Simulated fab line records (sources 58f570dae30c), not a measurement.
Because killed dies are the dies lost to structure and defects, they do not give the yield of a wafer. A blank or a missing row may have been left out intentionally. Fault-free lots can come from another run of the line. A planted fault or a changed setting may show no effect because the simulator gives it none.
What tool caused it? || flow berkeley_cmos170 || 42 wafers from 14 lots sampled at 4 of the route's 331 steps

## WHAT THE GAUGES SHOWED, per wafer
UCB170_V2_BOW_MEAS_03.
{"lot": "L315", "measured": "day 7 19:40", "on": "film_metro-02", "V2_BOW (um)": "39 42 36"}
{"lot": "L317", "measured": "day 8 07:33", "on": "film_metro-04", "V2_BOW (um)": "21 28 30"}
{"lot": "L319", "measured": "day 8 11:53", "on": "film_metro-04", "V2_BOW (um)": "34 42 45"}
{"lot": "L320", "measured": "day 8 12:22", "on": "film_metro-04", "V2_BOW (um)": "41 35 39"}
{"lot": "L321", "measured": "day 9 01:27", "on": "film_metro-02", "V2_BOW (um)": "28 33 42"}
{"lot": "L322", "measured": "day 9 02:09", "on": "film_metro-02", "V2_BOW (um)": "43 49 48"}
{"lot": "L323", "measured": "day 9 02:38", "on": "film_metro-04", "V2_BOW (um)": "43 36 44"}
{"lot": "L325", "measured": "day 9 19:27", "on": "film_metro-02", "V2_BOW (um)": "37 36 40"}
{"lot": "L326", "measured": "day 10 08:25", "on": "film_metro-01", "V2_BOW (um)": "40 30 37"}
{"lot": "L327", "measured": "day 10 09:10", "on": "film_metro-02", "V2_BOW (um)": "44 32 37"}
{"lot": "L329", "measured": "day 11 03:24", "on": "film_metro-02", "V2_BOW (um)": "45 37 33"}
{"lot": "L336", "measured": "day 12 10:39", "on": "film_metro-01", "V2_BOW (um)": "42 32 32"}
{"lot": "L338", "measured": "day 12 18:30", "on": "film_metro-04", "V2_BOW (um)": "41 30 30"}
{"lot": "L337", "measured": "day 12 19:11", "on": "film_metro-01", "V2_BOW (um)": "42 44 41"}

UCB170_M3_OVL_MEAS_16.
{"lot": "L315", "measured": "day 8 01:20", "on": "overlay-02", "M3_OVL (nm)": "-4 -15 -14"}
{"lot": "L317", "measured": "day 8 11:42", "on": "overlay-01", "M3_OVL (nm)": "-9 -10 -14"}
{"lot": "L319", "measured": "day 8 15:38", "on": "overlay-01", "M3_OVL (nm)": "-13 1 -6"}
{"lot": "L320", "measured": "day 8 16:25", "on": "overlay-01", "M3_OVL (nm)": "4 -3 -4"}
{"lot": "L321", "measured": "day 9 05:39", "on": "overlay-01", "M3_OVL (nm)": "-3 -1 -10"}
{"lot": "L322", "measured": "day 9 05:59", "on": "overlay-02", "M3_OVL (nm)": "-8 1 1"}
{"lot": "L323", "measured": "day 9 06:44", "on": "overlay-01", "M3_OVL (nm)": "-7 -10 -13"}
{"lot": "L325", "measured": "day 9 23:49", "on": "overlay-01", "M3_OVL (nm)": "-3 -12 -6"}
{"lot": "L326", "measured": "day 10 13:31", "on": "overlay-01", "M3_OVL (nm)": "-12 -6 -10"}
{"lot": "L327", "measured": "day 10 13:49", "on": "overlay-02", "M3_OVL (nm)": "-6 -5 1"}
{"lot": "L329", "measured": "day 11 09:05", "on": "overlay-01", "M3_OVL (nm)": "-6 11 -2"}
{"lot": "L336", "measured": "day 12 16:28", "on": "overlay-02", "M3_OVL (nm)": "-10 -20 -5"}
{"lot": "L338", "measured": "day 12 23:29", "on": "overlay-02", "M3_OVL (nm)": "-12 -11 -15"}
{"lot": "L337", "measured": "day 13 00:21", "on": "overlay-02", "M3_OVL (nm)": "-6 -5 3"}

## TOOL THAT RAN EACH LOT (tool first, then ch and the chambers of the sampled wafers, then the start)
{"lot": "L315", "UCB170_M1_ETCH_11": "rie_diel-04 ch 0,1, day 7 09:52", "UCB170_V2_CMP_02": "cmp-01 ch 0,1,2, day 7 19:23"}
{"lot": "L317", "UCB170_M1_ETCH_11": "rie_diel-04 ch 0,2,3, day 7 18:59", "UCB170_V2_CMP_02": "cmp-01 ch 1,2, day 8 07:13"}
{"lot": "L319", "UCB170_M1_ETCH_11": "rie_diel-02 ch 0,1,3, day 8 01:49", "UCB170_V2_CMP_02": "cmp-02 ch 0,1,2, day 8 11:38"}
{"lot": "L320", "UCB170_M1_ETCH_11": "rie_diel-01 ch 0,1,3, day 8 04:06", "UCB170_V2_CMP_02": "cmp-02 ch 1,2,3, day 8 12:08"}
{"lot": "L321", "UCB170_M1_ETCH_11": "rie_diel-02 ch 0,1,2, day 8 09:40", "UCB170_V2_CMP_02": "cmp-01 ch 1,2,3, day 9 01:10"}
{"lot": "L322", "UCB170_M1_ETCH_11": "rie_diel-01 ch 0,1,3, day 8 10:10", "UCB170_V2_CMP_02": "cmp-02 ch 1,2,3, day 9 01:50"}
{"lot": "L323", "UCB170_M1_ETCH_11": "rie_diel-02 ch 1,2,3, day 8 11:33", "UCB170_V2_CMP_02": "cmp-01 ch 1,2, day 9 02:23"}
{"lot": "L325", "UCB170_M1_ETCH_11": "rie_diel-02 ch 2,3, day 9 04:58", "UCB170_V2_CMP_02": "cmp-01 ch 0,3, day 9 19:08"}
{"lot": "L326", "UCB170_M1_ETCH_11": "rie_diel-01 ch 2,3, day 9 23:01", "UCB170_V2_CMP_02": "cmp-01 ch 0,2,3, day 10 08:13"}
{"lot": "L327", "UCB170_M1_ETCH_11": "rie_diel-02 ch 1,2, day 9 23:17", "UCB170_V2_CMP_02": "cmp-01 ch 0,1,3, day 10 08:57"}
{"lot": "L329", "UCB170_M1_ETCH_11": "rie_diel-04 ch 0,2, day 10 15:17", "UCB170_V2_CMP_02": "cmp-02 ch 0,2, day 11 03:08"}
{"lot": "L336", "UCB170_M1_ETCH_11": "rie_diel-01 ch 0,2,3, day 11 23:41", "UCB170_V2_CMP_02": "cmp-01 ch 1,2,3, day 12 10:20"}
{"lot": "L338", "UCB170_M1_ETCH_11": "rie_diel-02 ch 0,3, day 12 08:19", "UCB170_V2_CMP_02": "cmp-01 ch 1,2, day 12 18:12"}
{"lot": "L337", "UCB170_M1_ETCH_11": "rie_diel-01 ch 0,1, day 12 08:59", "UCB170_V2_CMP_02": "cmp-01 ch 0,2,3, day 12 18:57"}
- UCB170_M1_ETCH_11: etches BARC in N2/H2.
- UCB170_V2_CMP_02: polishes SiO2.

## AS READ BY THE TOOLS THEMSELVES (means over the sampled wafers that have a number; for cases with no such wafer, the mark the record gives instead)
UCB170_M1_ETCH_11.
{"lot": "L315", "tool": "rie_diel-04", "drypump_motor_current_A (A)": 5.5, "oes_product_au (a.u.)": 0.973, "throttle_valve_pct (%)": 13.33}
{"lot": "L317", "tool": "rie_diel-04", "drypump_motor_current_A (A)": 6.0, "oes_product_au (a.u.)": 1.005, "throttle_valve_pct (%)": 13.32}
{"lot": "L319", "tool": "rie_diel-02", "drypump_motor_current_A (A)": 5.5, "oes_product_au (a.u.)": 0.979, "throttle_valve_pct (%)": 13.42}
{"lot": "L320", "tool": "rie_diel-01", "drypump_motor_current_A (A)": 5.3, "oes_product_au (a.u.)": 1.007, "throttle_valve_pct (%)": 13.30}
{"lot": "L321", "tool": "rie_diel-02", "drypump_motor_current_A (A)": 5.2, "oes_product_au (a.u.)": 0.983, "throttle_valve_pct (%)": 13.40}
{"lot": "L322", "tool": "rie_diel-01", "drypump_motor_current_A (A)": 5.3, "oes_product_au (a.u.)": 1.004, "throttle_valve_pct (%)": 13.31}
{"lot": "L323", "tool": "rie_diel-02", "drypump_motor_current_A (A)": 5.6, "oes_product_au (a.u.)": 0.997, "throttle_valve_pct (%)": 13.35}
{"lot": "L325", "tool": "rie_diel-02", "drypump_motor_current_A (A)": 6.0, "oes_product_au (a.u.)": 0.996, "throttle_valve_pct (%)": 13.35}
{"lot": "L326", "tool": "rie_diel-01", "drypump_motor_current_A (A)": 5.5, "oes_product_au (a.u.)": 0.999, "throttle_valve_pct (%)": 13.32}
{"lot": "L327", "tool": "rie_diel-02", "drypump_motor_current_A (A)": 5.2, "oes_product_au (a.u.)": 0.998, "throttle_valve_pct (%)": 13.33}
{"lot": "L329", "tool": "rie_diel-04", "drypump_motor_current_A (A)": 6.1, "oes_product_au (a.u.)": 1.004, "throttle_valve_pct (%)": 13.27}
{"lot": "L336", "tool": "rie_diel-01", "drypump_motor_current_A (A)": 5.6, "oes_product_au (a.u.)": 0.998, "throttle_valve_pct (%)": 13.25}
{"lot": "L338", "tool": "rie_diel-02", "drypump_motor_current_A (A)": 5.9, "oes_product_au (a.u.)": 0.986, "throttle_valve_pct (%)": 13.42}
{"lot": "L337", "tool": "rie_diel-01", "drypump_motor_current_A (A)": 5.4, "oes_product_au (a.u.)": 1.000, "throttle_valve_pct (%)": 13.23}

UCB170_V2_CMP_02.
{"lot": "L315", "tool": "cmp-01", "motor_current_A (A)": 16.8, "retaining_ring_pressure_frac": 0.995}
{"lot": "L317", "tool": "cmp-01", "motor_current_A (A)": 15.5, "retaining_ring_pressure_frac": 0.998}
{"lot": "L319", "tool": "cmp-02", "motor_current_A (A)": 17.1, "retaining_ring_pressure_frac": 1.000}
{"lot": "L320", "tool": "cmp-02", "motor_current_A (A)": 17.2, "retaining_ring_pressure_frac": 1.001}
{"lot": "L321", "tool": "cmp-01", "motor_current_A (A)": 16.0, "retaining_ring_pressure_frac": 0.995}
{"lot": "L322", "tool": "cmp-02", "motor_current_A (A)": 17.2, "retaining_ring_pressure_frac": 1.007}
{"lot": "L323", "tool": "cmp-01", "motor_current_A (A)": 15.5, "retaining_ring_pressure_frac": 1.000}
{"lot": "L325", "tool": "cmp-01", "motor_current_A (A)": 17.1, "retaining_ring_pressure_frac": 1.000}
{"lot": "L326", "tool": "cmp-01", "motor_current_A (A)": 16.3, "retaining_ring_pressure_frac": 0.997}
{"lot": "L327", "tool": "cmp-01", "motor_current_A (A)": 16.4, "retaining_ring_pressure_frac": 0.998}
{"lot": "L329", "tool": "cmp-02", "motor_current_A (A)": 16.5, "retaining_ring_pressure_frac": 0.998}
{"lot": "L336", "tool": "cmp-01", "motor_current_A (A)": 16.0, "retaining_ring_pressure_frac": 1.004}
{"lot": "L338", "tool": "cmp-01", "motor_current_A (A)": 15.2, "retaining_ring_pressure_frac": 1.003}
{"lot": "L337", "tool": "cmp-01", "motor_current_A (A)": 17.4, "retaining_ring_pressure_frac": 1.003}

## THE ANSWER, worked out from the rows above alone
Rule: the lots themselves supply what counts as usual. The widest of any qualifying gaps counts: lots, ordered by their means at a reading, are off when they make up no more than a third of the lots, leave a main group of 4 or more, and stand apart from it by 3 or more times the standard deviation of that group's means. Not used: any main group whose means are identical at the precision the tables above print for the reading. A lot without any number at a reading at which 4 lots or more have one is off too. The other lots that the step has rows for count as sound. Order of review: gauges by route order, followed by the tools' own readings, for which a lot's mean as printed above is used. The first step at which some lot is off is used, and at that step the reading that is off furthest; a lot without a number counts as furthest.
Nothing can be told from this: no lot is off at any reading shown.

## WHAT THE SIMULATOR HAD PUT IN
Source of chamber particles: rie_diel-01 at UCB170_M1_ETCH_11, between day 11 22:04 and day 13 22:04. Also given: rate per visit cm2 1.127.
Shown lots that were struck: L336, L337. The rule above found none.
